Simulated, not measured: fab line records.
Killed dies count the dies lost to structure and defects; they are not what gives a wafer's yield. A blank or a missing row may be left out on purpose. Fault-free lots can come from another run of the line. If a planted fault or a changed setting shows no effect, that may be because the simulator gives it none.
Split-lot study || flow rit_cmos || 23 wafers read from 5 lots, route of 202 steps

THE SPLIT ITSELF
At RIT_SPACER_ETCHBACK_05 (etches Si3N4 in SF6/CHF3, stops on SiO2, target depth 250 nm, time 240 s), the setting time_s was moved away from the recipe's 240 s on 10 of the 23 wafers read, by -13.9% to +12.1%. This setting was run at the recipe's value on the other wafers.

The reading comes from the split's own step.

THE READING
Si3N4_of_SPACER_CVD_03.thk_nm (the simulator's own value, which no gauge read), in nm, at RIT_SPACER_ETCHBACK_05 (etches Si3N4 in SF6/CHF3, stops on SiO2, target depth 250 nm, time 240 s). There is no usual value for it anywhere in the file. Across the 13 wafers here that went through the recipe, the average is 193.9 nm and the standard deviation 2.1 nm.

{"wafer": "L074.1", "tool, chamber at the split": "rie_diel-01, 3", "time_s as run, s": 263.8, "against the recipe": "+9.9%", "Si3N4_of_SPACER_CVD_03.thk_nm, nm": 189.1, "against lot-mates on the recipe": -8.0}
{"wafer": "L074.2", "tool, chamber at the split": "rie_diel-01, 0", "time_s as run, s": 240, "against the recipe": "recipe", "Si3N4_of_SPACER_CVD_03.thk_nm, nm": 197.5, "against lot-mates on the recipe": "-"}
{"wafer": "L074.4", "tool, chamber at the split": "rie_diel-01, 1", "time_s as run, s": 240, "against the recipe": "recipe", "Si3N4_of_SPACER_CVD_03.thk_nm, nm": 198.2, "against lot-mates on the recipe": "-"}
{"wafer": "L074.5", "tool, chamber at the split": "rie_diel-01, 3", "time_s as run, s": 240, "against the recipe": "recipe", "Si3N4_of_SPACER_CVD_03.thk_nm, nm": 195.7, "against lot-mates on the recipe": "-"}
{"wafer": "L074.6", "tool, chamber at the split": "rie_diel-01, 0", "time_s as run, s": 263.8, "against the recipe": "+9.9%", "Si3N4_of_SPACER_CVD_03.thk_nm, nm": 190.8, "against lot-mates on the recipe": -6.3}
{"wafer": "L076.1", "tool, chamber at the split": "rie_diel-04, 1", "time_s as run, s": 240, "against the recipe": "recipe", "Si3N4_of_SPACER_CVD_03.thk_nm, nm": 193.7, "against lot-mates on the recipe": "-"}
{"wafer": "L076.3", "tool, chamber at the split": "rie_diel-04, 3", "time_s as run, s": 206.6, "against the recipe": "-13.9%", "Si3N4_of_SPACER_CVD_03.thk_nm, nm": 201.9, "against lot-mates on the recipe": "+8.1"}
{"wafer": "L076.4", "tool, chamber at the split": "rie_diel-04, 0", "time_s as run, s": 240, "against the recipe": "recipe", "Si3N4_of_SPACER_CVD_03.thk_nm, nm": 194.1, "against lot-mates on the recipe": "-"}
{"wafer": "L076.5", "tool, chamber at the split": "rie_diel-04, 1", "time_s as run, s": 240, "against the recipe": "recipe", "Si3N4_of_SPACER_CVD_03.thk_nm, nm": 193.5, "against lot-mates on the recipe": "-"}
{"wafer": "L076.6", "tool, chamber at the split": "rie_diel-04, 2", "time_s as run, s": 206.6, "against the recipe": "-13.9%", "Si3N4_of_SPACER_CVD_03.thk_nm, nm": 202.9, "against lot-mates on the recipe": "+9.1"}
{"wafer": "L077.1", "tool, chamber at the split": "rie_diel-04, 0", "time_s as run, s": 240, "against the recipe": "recipe", "Si3N4_of_SPACER_CVD_03.thk_nm, nm": 194.1, "against lot-mates on the recipe": "-"}
{"wafer": "L077.2", "tool, chamber at the split": "rie_diel-04, 2", "time_s as run, s": 240, "against the recipe": "recipe", "Si3N4_of_SPACER_CVD_03.thk_nm, nm": 193, "against lot-mates on the recipe": "-"}
{"wafer": "L077.3", "tool, chamber at the split": "rie_diel-04, 1", "time_s as run, s": 259.2, "against the recipe": "+8.0%", "Si3N4_of_SPACER_CVD_03.thk_nm, nm": 188.8, "against lot-mates on the recipe": -4.8}
{"wafer": "L077.5", "tool, chamber at the split": "rie_diel-04, 1", "time_s as run, s": 259.2, "against the recipe": "+8.0%", "Si3N4_of_SPACER_CVD_03.thk_nm, nm": 189.1, "against lot-mates on the recipe": -4.5}
{"wafer": "L077.6", "tool, chamber at the split": "rie_diel-04, 2", "time_s as run, s": 259.2, "against the recipe": "+8.0%", "Si3N4_of_SPACER_CVD_03.thk_nm, nm": 187.6, "against lot-mates on the recipe": -6.0}
{"wafer": "L079.1", "tool, chamber at the split": "rie_diel-03, 3", "time_s as run, s": 240, "against the recipe": "recipe", "Si3N4_of_SPACER_CVD_03.thk_nm, nm": 192.1, "against lot-mates on the recipe": "-"}
{"wafer": "L079.2", "tool, chamber at the split": "rie_diel-03, 0", "time_s as run, s": 240, "against the recipe": "recipe", "Si3N4_of_SPACER_CVD_03.thk_nm, nm": 193.3, "against lot-mates on the recipe": "-"}
{"wafer": "L079.4", "tool, chamber at the split": "rie_diel-03, 1", "time_s as run, s": 240, "against the recipe": "recipe", "Si3N4_of_SPACER_CVD_03.thk_nm, nm": 193.6, "against lot-mates on the recipe": "-"}
{"wafer": "L084.1", "tool, chamber at the split": "rie_diel-03, 0", "time_s as run, s": 240, "against the recipe": "recipe", "Si3N4_of_SPACER_CVD_03.thk_nm, nm": 190.7, "against lot-mates on the recipe": "-"}
{"wafer": "L084.2", "tool, chamber at the split": "rie_diel-03, 1", "time_s as run, s": 269, "against the recipe": "+12.1%", "Si3N4_of_SPACER_CVD_03.thk_nm, nm": 186, "against lot-mates on the recipe": -5.1}
{"wafer": "L084.3", "tool, chamber at the split": "rie_diel-03, 2", "time_s as run, s": 240, "against the recipe": "recipe", "Si3N4_of_SPACER_CVD_03.thk_nm, nm": 191.6, "against lot-mates on the recipe": "-"}
{"wafer": "L084.4", "tool, chamber at the split": "rie_diel-03, 3", "time_s as run, s": 269, "against the recipe": "+12.1%", "Si3N4_of_SPACER_CVD_03.thk_nm, nm": 186.3, "against lot-mates on the recipe": -4.8}
{"wafer": "L084.5", "tool, chamber at the split": "rie_diel-03, 0", "time_s as run, s": 269, "against the recipe": "+12.1%", "Si3N4_of_SPACER_CVD_03.thk_nm, nm": 185.1, "against lot-mates on the recipe": -6.0}

THE FIT
A straight line over all 23 wafers: Si3N4_of_SPACER_CVD_03.thk_nm changes by -0.61 nm for each +1% of time_s; r = -0.92; the points scatter about the line by 1.8 nm.
The same after taking each lot's own level away (the mean of its wafers on the recipe; 23 wafers): -0.578 nm for each +1%; r = -0.97; scatter 1 nm.
That fit puts the effect of the largest move of time_s on the reading at 8.1 nm.
The lots' own levels span 191.15 to 197.13 nm, that is 2.9 times the standard deviation above.
Consequently the slope shifts little with the lot-to-lot level, the two slopes agreeing.
Check: with one of the wafers moved furthest among these (-13.9%) left out of the fit, the line predicts +8.13 nm for it against its lot-mates. Against them it came out at +8.13 nm.

ADDITIONAL SPLITS CARRIED BY THESE WAFERS
These wafers also went through other splits before the reading. Each is held against what the fit with the lots' levels taken away leaves over:
{"other split on the same wafers": "RIT_PLDD_IMPLANT_08 dose_cm2", "wafers away from the commonest value": 7, "r with Si3N4_of_SPACER_CVD_03.thk_nm (lot level and that fit taken away)": -0.02}

THE WHOLE CHAIN: every reading that the file lists as answering this split, in the file's order
{"step": "RIT_SPACER_ETCHBACK_05", "what it does": "etches Si3N4 in SF6/CHF3, stops on SiO2, target depth 250 nm, time 240 s", "reading": "poly-Si_of_GATE_CVD_08.thk_nm (the simulator's own value, which no gauge read)", "change (the file's fit)": "-0.633 nm for each +1% of the setting", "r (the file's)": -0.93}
{"step": "RIT_SPACER_ETCHBACK_05", "what it does": "etches Si3N4 in SF6/CHF3, stops on SiO2, target depth 250 nm, time 240 s", "reading": "Si3N4_of_SPACER_CVD_03.thk_nm (the simulator's own value, which no gauge read)", "change (the file's fit)": "-0.591 nm for each +1% of the setting", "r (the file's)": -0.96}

FILE'S OWN FIT
Si3N4_of_SPACER_CVD_03.thk_nm changes by -0.591 nm for each +1% of time_s, r = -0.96.
